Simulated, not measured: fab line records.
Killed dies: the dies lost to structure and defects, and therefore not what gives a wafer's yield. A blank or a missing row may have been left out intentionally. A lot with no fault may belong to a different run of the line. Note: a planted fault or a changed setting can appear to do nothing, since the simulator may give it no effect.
A lot that was struck, set against a sound lot / flow rit cmos / 22 out of 202 route steps
Sound: these wafers, L798.1, L798.2, L798.5. Wafers L804.1, L804.5, L804.6 were the ones struck. At the end, the cause is stated.
At each step with rows: each side's tool, then ch and its chambers, then its first start. Under that, the readings that differ: sound wafers / struck wafers / difference of the means / sigmas: that difference in standard deviations of wafers without a fault.
alike: readings with means less than 2 such deviations apart, plus words and numbers identical on both sides. not compared: withheld readings, readings lacking a value on some wafer, bounds such as >300 that could conceal the same value, and numbers that have no deviation in the record and whose values overlap.
A row with sigmas, a row that says differs or no value, or rows on one side alone: a step with any of these is where the two part. Non-overlapping numbers with no deviation appear without sigmas and do not part them. A reading that every wafer of one side lacks parts them only if that side has two wafers or more.

first, 2 steps without rows for these wafers: RIT_NSD_HARDBAKE_07 (time 60 s); RIT_NSD_IMPLANT_08.
RIT_NSD_STRIP_09: strips in O2, time 180 s.
  sound on plasma asher-02 ch 0,1, day 4 05:22; struck on plasma asher-02 ch 0,1, day 5 13:23
  alike: drypump motor current A
  not compared: rf hours counter h
RIT_NSD_TW_MEAS_10:
  sound on film metro-02 at day 4 05:32; struck on film metro-01 at day 5 13:34
  alike: NSD_TW
then, 6 steps without rows for these wafers: RIT_PSD_HMDS_00 (prime time 60 s); RIT_PSD_COAT_01 (resist thk 1000 nm); RIT_PSD_SOFTBAKE_02 (time 60 s); RIT_PSD_EXPOSE_03 (exposes mask M10, target cd 40900 nm); RIT_PSD_PEB_04; RIT_PSD_DEVELOP_05 (develop time 50 s).
RIT_PSD_OVL_MEAS_06:
  sound on overlay-02 at day 4 06:26; struck on overlay-02 at day 5 14:36
  alike: PSD_OVL
then, 1 step without rows for these wafers: RIT_PSD_HARDBAKE_07 (time 60 s).
RIT_PSD_IMPLANT_08:
  sound on implanter-02 ch 0, day 4 06:38; struck on implanter-02 ch 0, day 5 14:47
reading=tilt deg (degrees); sound=7.027 7.002 7.020; struck=8.720 8.721 8.717; difference=+1.703; sigmas=+95
  alike: end station pressure torr
RIT_PSD_STRIP_09: strips in O2, time 180 s.
  sound on plasma asher-03 ch 0,1, day 4 06:47; struck on plasma asher-03 ch 0,1, day 5 14:56
  alike: drypump motor current A
  not compared: rf hours counter h
RIT_PSD_TW_MEAS_10:
  sound on film metro-02 at day 4 06:57; struck on film metro-02 at day 5 15:07
  alike: PSD_TW
then, 3 steps without rows for these wafers: RIT_SDANNEAL_CLEAN_00 (cleans in SC1, time 600 s); RIT_SDANNEAL_CLEAN_01 (cleans in dHF, time 30 s); RIT_SDANNEAL_CLEAN_02 (cleans in SC2, time 600 s).
RIT_SDANNEAL_RTA_03: time 5 s.
  sound on rtp anneal-01 ch 0, day 4 07:25; struck on rtp anneal-01 ch 0, day 5 15:32
  alike: wafer_temp_C_max
RIT_SDANNEAL_RS_MEAS_04: uses a four-point probe to measure.
  sound on film metro-03 at day 4 07:28; struck on film metro-03 at day 5 15:36
reading=PSD_RS (ohm/sq); sound=116.0 116.1 115.9; struck=- - -; difference=no value on the struck wafers; sigmas=
RIT_SDANNEAL_RS_MEAS_05: uses a four-point probe to measure.
  sound on film metro-03 at day 4 07:35; struck on film metro-03 at day 5 15:43
  alike: NSD_RS
RIT_M1_PROBE_99:
  sound on prober-01 at day 4 15:03; struck on prober-01 at day 5 23:13
reading=model.etest.diode pplus nwell.bv v (V); sound=6.63 6.77 6.729; struck=6.368 6.407 6.424; difference=-0.310; sigmas=
reading=model.etest.diode pplus nwell.cj ff um2; sound=1.68 1.659 1.678; struck=1.798 1.811 1.796; difference=+0.129; sigmas=
reading=model.etest.diode pplus comb.cj ff um2; sound=1.977 1.963 1.971; struck=2.09 2.087 2.079; difference=+0.11; sigmas=
  alike: killed at contacts, killed at front end, killed dies, killed open, killed short
  not compared: model.etest.pmos_0p15.bv v, model.etest.pmos_0p3.bv v

WHERE THEY PART
Earliest at RIT_PSD_IMPLANT_08; latest, in this record, at RIT_SDANNEAL_RS_MEAS_04. Later steps at which nothing parts them and some readings are alike: RIT_SDANNEAL_RS_MEAS_05, RIT_M1_PROBE_99.

WHY: whatever the simulator had introduced
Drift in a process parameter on implanter-02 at RIT_PSD_IMPLANT_08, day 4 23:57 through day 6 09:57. Setting tilt deg, moved by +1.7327, from 7. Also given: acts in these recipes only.
